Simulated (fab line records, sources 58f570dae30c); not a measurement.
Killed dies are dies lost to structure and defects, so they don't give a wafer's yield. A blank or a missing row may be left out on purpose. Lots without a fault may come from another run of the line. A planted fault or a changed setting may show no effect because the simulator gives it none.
A struck lot beside a sound one | flow berkeley_cmos170 | 14 steps out of a route of 331
Sound: wafers L441.1, L441.2, L441.3. Struck: wafers L434.1, L434.4, L434.5. The cause comes at the end.
At each step with rows: each side's tool, then ch and its chambers, then its first start. Under that, the readings that differ: sound wafers | struck wafers | difference of the means | sigmas: that difference in standard deviations of wafers without a fault.
alike: readings whose means differ by less than 2 such deviations, and words and numbers that are the same on both sides. not compared: withheld readings, readings that some wafer has no value for, bounds like >300 that may hide the same value, and numbers for which the record gives no deviation and whose values overlap.
The two part at a step that has a row with sigmas, a row that says differs or no value, or rows on one side only. Numbers that don't overlap but have no deviation are shown without sigmas and don't part them. A reading that every wafer of one side lacks parts them only if that side has two wafers or more.

first, 2 steps without rows for these wafers: UCB170_NWELL_PEB_10; UCB170_NWELL_DEVELOP_11 (develop time 45 s).
UCB170_NWELL_OVL_MEAS_12:
  sound on overlay-01, day 5 12:26; struck on overlay-01, day 3 18:28
  alike: NWELL_OVL
UCB170_NWELL_ETCH_13: etches Si3N4 in CH3F/Ar/O2, stops on SiO2, target depth 246.4 nm, time 154 s.
  sound on rie_diel-03 ch 0,1,3, day 5 12:28; struck on rie_diel-01 ch 1,3, day 3 18:30
  alike: drypump_motor_current_A, oes_product_au, throttle_valve_pct
  not compared: rf_hours_counter_h
then, 1 step without rows for these wafers: UCB170_NWELL_IMPLANT_14.
UCB170_NWELL_STRIP_15: strips in O2.
  sound on plasma_asher-02 ch 0,1, day 5 12:43; struck on plasma_asher-02 ch 0,1, day 3 18:45
  alike: drypump_motor_current_A, oes_product_au, strip_time_to_endpoint_s
  not compared: rf_hours_counter_h
UCB170_NWELL_TW_MEAS_16:
  sound on film_metro-02, day 5 12:49; struck on film_metro-03, day 3 18:57
  alike: NWELL_TW
then, 5 steps without rows for these wafers: UCB170_NWELL_CLEAN_17 (cleans in SPM, time 600 s); UCB170_NWELL_WET_ETCH_18 (etches Si3N4 in H3PO4, time 14400 s); UCB170_NWELL_WET_ETCH_19 (etches SiO2 in BOE, time 22 s); UCB170_PWELL_CLEAN_00 (cleans in SPM, time 600 s); UCB170_PWELL_CLEAN_01 (cleans in dHF, time 60 s).
UCB170_PWELL_OXIDATION_02: target thk 26.4 nm, ox time 1260 s.
  sound on furnace-01 ch 0, day 5 21:25; struck on furnace-01, day 4 02:31
  no value came back on the struck wafers for ox_temp_c (C), ox_temp_c_max, ox_time_s (s); on the sound wafers ox_temp_c (C) reads 999.8 1000.0 1000.0
then, 1 step without rows for these wafers: UCB170_PWELL_ANNEAL_04 (time 900 s).

WHERE THEY PART
Only at UCB170_PWELL_OXIDATION_02, within this record.

WHY: what the simulator had put in
Skipped step whole: furnace-01, from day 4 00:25 on, at UCB170_PWELL_OXIDATION_02. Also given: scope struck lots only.
